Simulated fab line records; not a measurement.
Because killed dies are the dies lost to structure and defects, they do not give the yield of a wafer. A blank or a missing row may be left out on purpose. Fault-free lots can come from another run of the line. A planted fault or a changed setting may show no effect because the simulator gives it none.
Struck lot and sound lot, side by side / flow rit_cmos / 43 out of 202 route steps
Sound: these wafers, L117.1, L117.2, L117.3. The struck wafers were L138.1, L138.4, L138.5. The cause comes at the end.
At each step with rows: each side's tool, then ch and its chambers, then its first start. Under that, the readings that differ: sound wafers / struck wafers / difference of the means / sigmas: that difference in standard deviations of wafers without a fault.
alike: a reading whose means differ by less than 2 such deviations, as well as words and numbers matching on both sides. not compared: withheld readings; readings where some wafer has no value; bounds like >300 that might hide an equal value; numbers whose values overlap and for which the record gives no deviation.
A row with sigmas, a row that says differs or no value, or rows on one side alone: a step with any of these is where the two part. Numbers that don't overlap but have no deviation are shown without sigmas and don't part them. Lack of a reading on every wafer of one side parts them only where that side has two or more wafers.

first, 2 steps without rows for these wafers: RIT_ACTIVE_PEB_09; RIT_ACTIVE_DEVELOP_10 (develop time 50 s).
RIT_ACTIVE_CD_MEAS_11: target cd 1400 nm.
  sound on cd_sem-01, day 1 16:02; struck on cd_sem-01, day 5 23:26
  alike: cd_nm
then, 1 step without rows for these wafers: RIT_ACTIVE_HARDBAKE_12 (time 60 s).
RIT_ACTIVE_ETCH_13: etches Si3N4 in SF6, stops on SiO2, time 210 s, target depth 210 nm.
  sound on rie_diel-04 ch 0,2,3, day 1 16:31; struck on rie_diel-01 ch 0,3, day 5 23:43
  alike: drypump_motor_current_A, oes_product_au, throttle_valve_pct
  not compared: rf_hours_counter_h
RIT_ACTIVE_STRIP_14: strips in O2, time 180 s.
  sound on plasma_asher-03 ch 0,1, day 1 16:40; struck on plasma_asher-03 ch 0, day 5 23:50
  alike: drypump_motor_current_A
  not compared: rf_hours_counter_h
RIT_ACTIVE_CD_MEAS_90: target cd 1400 nm.
  sound on cd_sem-01, day 1 16:50; struck on cd_sem-01, day 6 00:01
  alike: cd_nm
then, 4 steps without rows for these wafers: RIT_ACTIVE_CLEAN_15 (cleans in SC1, time 600 s); RIT_ACTIVE_CLEAN_16 (cleans in dHF, time 30 s); RIT_ACTIVE_CLEAN_17 (cleans in SC2, time 600 s); RIT_FOX1_OXIDATION_00 (target thk 350.7 nm, ox time 1130 s).
RIT_FOX1_THK_MEAS_01:
  sound on film_metro-01, day 1 19:01; struck on film_metro-01, day 6 02:34
  alike: FOX1_OXIDE_THK
RIT_FOX1_WET_ETCH_02: etches SiO2 in BOE, target depth 350 nm, time 390 s.
  sound on wet_bench-03 ch 3, day 1 19:05; struck on wet_bench-01 ch 1, day 6 02:37
  alike: temp_c
then, 1 step without rows for these wafers: RIT_FOX2_OXIDATION_00 (target thk 350.7 nm, ox time 1130 s).
RIT_FOX2_THK_MEAS_01:
  sound on film_metro-01, day 1 21:25; struck on film_metro-04, day 6 04:13
  alike: FOX2_OXIDE_THK
then, 2 steps without rows for these wafers: RIT_FOX2_CLEAN_02 (cleans in dHF, time 180 s); RIT_FOX2_WET_ETCH_03 (etches Si3N4 in H3PO4, target depth 195 nm, time 2700 s).
RIT_FOX2_THK_MEAS_90:
  sound on film_metro-01, day 1 22:17; struck on film_metro-01, day 6 05:06
  alike: FIELD_OXIDE_LEFT_1_THK
then, 6 steps without rows for these wafers: RIT_NWELL_HMDS_00 (prime time 60 s); RIT_NWELL_COAT_01 (resist thk 1300 nm); RIT_NWELL_SOFTBAKE_02 (time 60 s); RIT_NWELL_EXPOSE_03 (exposes mask M2, target cd 43900 nm); RIT_NWELL_PEB_04; RIT_NWELL_DEVELOP_05 (develop time 68 s).
RIT_NWELL_OVL_MEAS_06:
  sound on overlay-02, day 1 23:14; struck on overlay-02, day 6 06:10
  alike: NWELL_OVL
then, 2 steps without rows for these wafers: RIT_NWELL_HARDBAKE_07 (time 120 s); RIT_NWELL_IMPLANT_08.
RIT_NWELL_STRIP_09: strips in O2, time 180 s.
  sound on plasma_asher-02 ch 0,1, day 1 23:40; struck on plasma_asher-01 ch 0,1, day 6 06:36
  alike: drypump_motor_current_A
  not compared: rf_hours_counter_h
RIT_NWELL_TW_MEAS_10:
  sound on film_metro-01, day 1 23:50; struck on film_metro-02, day 6 06:47
  alike: NWELL_TW
then, 6 steps without rows for these wafers: RIT_PWELL_HMDS_00 (prime time 60 s); RIT_PWELL_COAT_01 (resist thk 1300 nm); RIT_PWELL_SOFTBAKE_02 (time 60 s); RIT_PWELL_EXPOSE_03 (exposes mask M3, target cd 43700 nm); RIT_PWELL_PEB_04; RIT_PWELL_DEVELOP_05 (develop time 68 s).
RIT_PWELL_OVL_MEAS_06:
  sound on overlay-01, day 2 00:55; struck on overlay-01, day 6 07:52
  alike: PWELL_OVL
then, 2 steps without rows for these wafers: RIT_PWELL_HARDBAKE_07 (time 120 s); RIT_PWELL_IMPLANT_08.
RIT_PWELL_STRIP_09: strips in O2, time 180 s.
  sound on plasma_asher-04 ch 0,1, day 2 01:21; struck on plasma_asher-03 ch 0,1, day 6 08:19
  alike: drypump_motor_current_A
  not compared: rf_hours_counter_h
RIT_PWELL_TW_MEAS_10:
  sound on film_metro-01, day 2 01:32; struck on film_metro-01, day 6 08:29
  alike: PWELL_TW
then, 1 step without rows for these wafers: RIT_WELLDRIVE_ANNEAL_00 (time 14700 s).
RIT_WELLDRIVE_RS_MEAS_01: a four-point-probe measurement.
  sound on film_metro-04, day 2 07:41; struck on film_metro-04, day 6 13:38
  alike: NWELL_RS
RIT_M1_PROBE_99:
  sound on prober-02, day 3 16:56; struck on prober-02, day 7 21:44
reading=killed_at_front_end; sound=2 9 5; struck=25 20 24; difference=+18; sigmas=+6
reading=killed_dies; sound=2 9 5; struck=25 20 24; difference=+18; sigmas=+6
reading=killed_on_rim; sound=0 1 0; struck=9 11 9; difference=+9; sigmas=+6
  alike: killed_open, killed_short

WHERE THEY PART
At RIT_M1_PROBE_99 and nowhere else, as far as this record goes.

WHY: what the simulator had put in
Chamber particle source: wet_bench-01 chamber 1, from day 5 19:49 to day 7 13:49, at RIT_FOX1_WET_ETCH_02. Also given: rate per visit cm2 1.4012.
